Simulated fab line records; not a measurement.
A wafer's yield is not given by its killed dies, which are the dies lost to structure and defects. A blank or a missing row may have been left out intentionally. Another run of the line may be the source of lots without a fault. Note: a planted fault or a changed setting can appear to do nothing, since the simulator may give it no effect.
Which tool is to blame?    flow rit_cmos    Sampling: 11 lots, 33 wafers, 2 of 202 route steps

== WHAT THE GAUGES READ, wafer by wafer ==
RIT_ACTIVE_THK_MEAS_04. Usual: ACTIVE_NITRIDE_THK gives 150.1 nm (standard deviation 1.3).
lot   measured     on             ACTIVE_NITRIDE_THK (nm)  flag
L995  day 1 13:33  film_metro-03  149.6 150.5 149.0        
L996  day 1 18:32  film_metro-03  149.4 149.8 149.1        
L998  day 2 04:32  film_metro-01  147.9 147.8 148.8        
L999  day 2 09:32  film_metro-02  151.1 150.2 150.5        
L102  day 3 02:15  film_metro-02  116.6 116.4 117.6        OFF
L107  day 4 01:32  film_metro-02  151.6 149.0 150.9        
L109  day 4 11:33  film_metro-02  148.7 149.5 148.0        
L110  day 4 16:32  film_metro-02  151.7 152.0 150.7        
L112  day 5 02:32  film_metro-01  152.2 151.9 151.9        
L114  day 5 12:32  film_metro-01  151.1 150.4 148.7        
L118  day 6 09:08  film_metro-02  149.9 150.2 150.6        

== WHAT TOOL EACH LOT RAN ON (gives the tool, then ch and the chambers of the sampled wafers, and finally the start) ==
lot   RIT_ACTIVE_CVD_03
L995  lpcvd-02 ch 1, day 1 12:07
L996  lpcvd-02 ch 1, day 1 17:07
L998  lpcvd-02 ch 0, day 2 03:07
L999  lpcvd-01 ch 1, day 2 08:07
L102  lpcvd-02 ch 0, day 3 00:50
L107  lpcvd-01 ch 0, day 4 00:07
L109  lpcvd-01 ch 1, day 4 10:07
L110  lpcvd-01 ch 1, day 4 15:07
L112  lpcvd-01 ch 1, day 5 01:07
L114  lpcvd-01 ch 1, day 5 11:07
L118  lpcvd-01 ch 1, day 6 07:42
- RIT_ACTIVE_CVD_03: deposits Si3N4 from SiH2Cl2/NH3, target thk 150 nm, time 1500 s.

== AS READ BY THE TOOLS THEMSELVES (means over the sampled wafers that have a number; for cases with no such wafer, the mark the record gives instead) ==
RIT_ACTIVE_CVD_03. Usual: spike_tc_centre_C 811.9 C, standard deviation 1.5; spike_tc_load_C 833.3 C, standard deviation 2.2; spike_tc_source_C 831.6 C, standard deviation 2.2; susceptor_temp_C 810.0 C, standard deviation 0.37; zone_power_source_pct 20.2 %, standard deviation 2.2.
lot   tool      spike_tc_centre_C (C)  spike_tc_load_C (C)  spike_tc_source_C (C)  susceptor_temp_C (C)  zone_power_source_pct (%)  flag
L995  lpcvd-02  810.9                  833.5                834.6                  810.4                 19.9                       
L996  lpcvd-02  811.1                  834.3                833.3                  810.3                 20.0                       
L998  lpcvd-02  813.8                  835.8                831.4                  809.9                 22.1                       
L999  lpcvd-01  810.9                  830.1                829.3                  810.0                 17.5                       
L102  lpcvd-02  799.9                  822.5                818.8                  796.1                 21.4                       OFF
L107  lpcvd-01  814.2                  835.2                831.7                  810.0                 23.7                       
L109  lpcvd-01  811.4                  830.5                830.0                  809.6                 17.6                       
L110  lpcvd-01  811.5                  830.5                829.0                  810.4                 17.6                       
L112  lpcvd-01  811.1                  830.6                830.8                  810.0                 17.7                       
L114  lpcvd-01  810.6                  830.4                830.0                  810.0                 17.6                       
L118  lpcvd-01  810.9                  831.1                829.7                  809.5                 17.5                       

== THE ANSWER, worked out from the rows above alone ==
Rule: lot off if the mean of its wafers having a number is beyond 3 standard deviations from the usual mean. Also off: a lot with no number at a reading for which 4 or more lots have one. Where the step has rows for the other lots, those lots are counted as sound. After the gauges, taken in route order, come the tools' own readings; for these a lot's mean is taken, as printed above. At the first step where some lot is off, the reading lying furthest off is the one used; lots without a number count as furthest.
Off: L102, seen at RIT_ACTIVE_THK_MEAS_04 (ACTIVE_NITRIDE_THK).
A tool fits if, at a process step before that reading, it ran every lot that is off, and no sound lot after the first of them. Not tried: the gauges at RIT_ACTIVE_THK_MEAS_04; whatever is off there is also off at RIT_ACTIVE_CVD_03, on other tools, and gauge error can't account for it. One fits: RIT_ACTIVE_CVD_03 on lpcvd-02. A fault onset in the window from L998 (day 2 03:07, its last sound lot) to L102 (day 3 00:50, its first lot off) fits.
The tool's own readings at RIT_ACTIVE_CVD_03 bear it out: on the lots that are off they differ by more than 5 times the standard deviation of the sound lots' means. spike_tc_centre_C reads 799.9 C there against 811.6 C on the sound lots; spike_tc_source_C reads 818.8 C there against 831.0 C on the sound lots; susceptor_temp_C reads 796.1 C there against 810.0 C on the sound lots.

== WHAT THE SIMULATOR HAD INSERTED ==
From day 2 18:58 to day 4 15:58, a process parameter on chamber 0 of lpcvd-02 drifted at RIT_ACTIVE_CVD_03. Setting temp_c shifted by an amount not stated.
Struck lots among those shown: L102. This agrees with what the rule above found.
